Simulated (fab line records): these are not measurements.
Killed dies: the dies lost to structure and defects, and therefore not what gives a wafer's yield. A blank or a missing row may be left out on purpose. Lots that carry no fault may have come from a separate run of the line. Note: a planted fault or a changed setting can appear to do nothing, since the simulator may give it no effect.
The tool behind it: which one? ; flow rit-cmos ; 13 lots, 39 wafers sampled, at 2 steps of a route of 202

== WHAT THE GAUGES READ, wafer by wafer ==
RIT_SPACER_THK_MEAS_04.
lot;measured;on;SPACER_NITRIDE_THK (nm)
L291;day 2 21:56;film-metro-02;248.4 248.4 246.9
L292;day 3 03:34;film-metro-04;246.8 248.1 246.8
L293;day 3 08:20;film-metro-04;250.2 249.3 250.6
L294;day 3 12:58;film-metro-04;251.9 250.6 250.0
L295;day 3 16:50;film-metro-02;244.3 245.4 245.7
L296;day 3 23:25;film-metro-01;249.5 249.1 249.0
L297;day 4 03:20;film-metro-02;247.0 246.5 246.7
L298;day 4 09:32;film-metro-01;250.4 246.9 249.3
L302;day 5 04:28;film-metro-04;248.8 249.7 250.9
L305;day 5 21:46;film-metro-04;334.1 333.2 333.9 334.3 333.1 333.6
L306;day 6 04:34;film-metro-01;332.1 332.7 333.1 332.2 332.4 333.0
L309;day 6 15:28;film-metro-04;248.1 247.0 246.3
L310;day 6 22:10;film-metro-02;245.2 241.6 246.4

== TOOL THAT RAN EACH LOT (tool first, then ch and the chambers of the sampled wafers, then the start) ==
lot;RIT_SPACER_CVD_03
L291;lpcvd-02 ch 1, day 2 20:00
L292;lpcvd-02 ch 1, day 3 01:38
L293;lpcvd-01 ch 0, day 3 06:25
L294;lpcvd-01 ch 0, day 3 11:03
L295;lpcvd-02 ch 1, day 3 14:55
L296;lpcvd-01 ch 1, day 3 21:29
L297;lpcvd-01 ch 0, day 4 01:25
L298;lpcvd-01 ch 0, day 4 07:36
L302;lpcvd-02 ch 0, day 5 02:34
L305;lpcvd-02 ch 1, day 5 19:51
L306;lpcvd-02 ch 1, day 6 02:40
L309;lpcvd-01 ch 0, day 6 13:33
L310;lpcvd-01 ch 0, day 6 20:14
- RIT_SPACER_CVD_03: deposits Si3N4 from SiH2Cl2/NH3, target thk 250 nm, time 3300 s.

== AS READ BY THE TOOLS THEMSELVES (means over the sampled wafers that have a number; for cases with no such wafer, the mark the record gives instead) ==
RIT_SPACER_CVD_03.
lot;tool;nh3-flow-sccm (sccm);susceptor-temp-C (C);zone-power-load-pct (%)
L291;lpcvd-02;150.1;810.0;18.0
L292;lpcvd-02;149.6;810.3;17.8
L293;lpcvd-01;149.6;810.0;21.2
L294;lpcvd-01;150.3;810.3;21.3
L295;lpcvd-02;150.0;809.9;18.0
L296;lpcvd-01;150.2;810.1;21.2
L297;lpcvd-01;150.0;809.9;21.2
L298;lpcvd-01;150.3;809.8;21.4
L302;lpcvd-02;150.5;810.0;18.4
L305;lpcvd-02;225.1;809.9;18.1
L306;lpcvd-02;225.2;810.5;18.0
L309;lpcvd-01;150.3;810.1;21.6
L310;lpcvd-01;150.1;810.1;21.4

== THE ANSWER, worked out from the rows above alone ==
Rule: what is usual is taken from the lots themselves. Put in order of their means at a reading, lots are off if they are a third of the lots or fewer, leave a main group of 4 or more, and stand apart from it by a gap of 3 or more times the standard deviation of the main group's means; of several such gaps the widest counts. A main group whose means are all the same, to the digits that the tables above print for the reading, isn't used. Also off: a lot with no number at a reading for which 4 or more lots have one. All remaining lots with rows at the step are treated as sound. The gauges are gone through in route order, then the tools' own readings, and for those a lot's mean is taken as printed above. The first step at which some lot is off is used, and at that step the reading that is off furthest; a lot without a number counts as furthest.
Off: L305, L306, seen at RIT_SPACER_THK_MEAS_04 (SPACER_NITRIDE_THK). Main group: mean 247.9 nm, sd 1.9.
A tool fits if, at a process step before that reading, it ran every lot that is off, and no sound lot after the first of them. The gauges at RIT_SPACER_THK_MEAS_04 aren't tried: what is off there is off at RIT_SPACER_CVD_03 too, on other tools, and a gauge's error can't cause that. One fits: RIT_SPACER_CVD_03 on lpcvd-02. A fault onset in the window from L302 (day 5 02:34, its last sound lot) to L305 (day 5 19:51, its first lot off) fits.
On the lots that are off, the tool's own readings at RIT_SPACER_CVD_03 differ by more than 5 times the standard deviation of the sound lots' means, which bears it out; nh3-flow-sccm reads 225.1 sccm there versus 150.1 sccm on the sound lots.

== WHAT HAD BEEN PUT IN BY THE SIMULATOR ==
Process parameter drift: lpcvd-02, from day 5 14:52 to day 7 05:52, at RIT_SPACER_CVD_03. A move of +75 in setting nh3-flow-sccm, from 150. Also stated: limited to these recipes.
Lots struck among those shown: L305, L306. The rule given above showed the same thing.
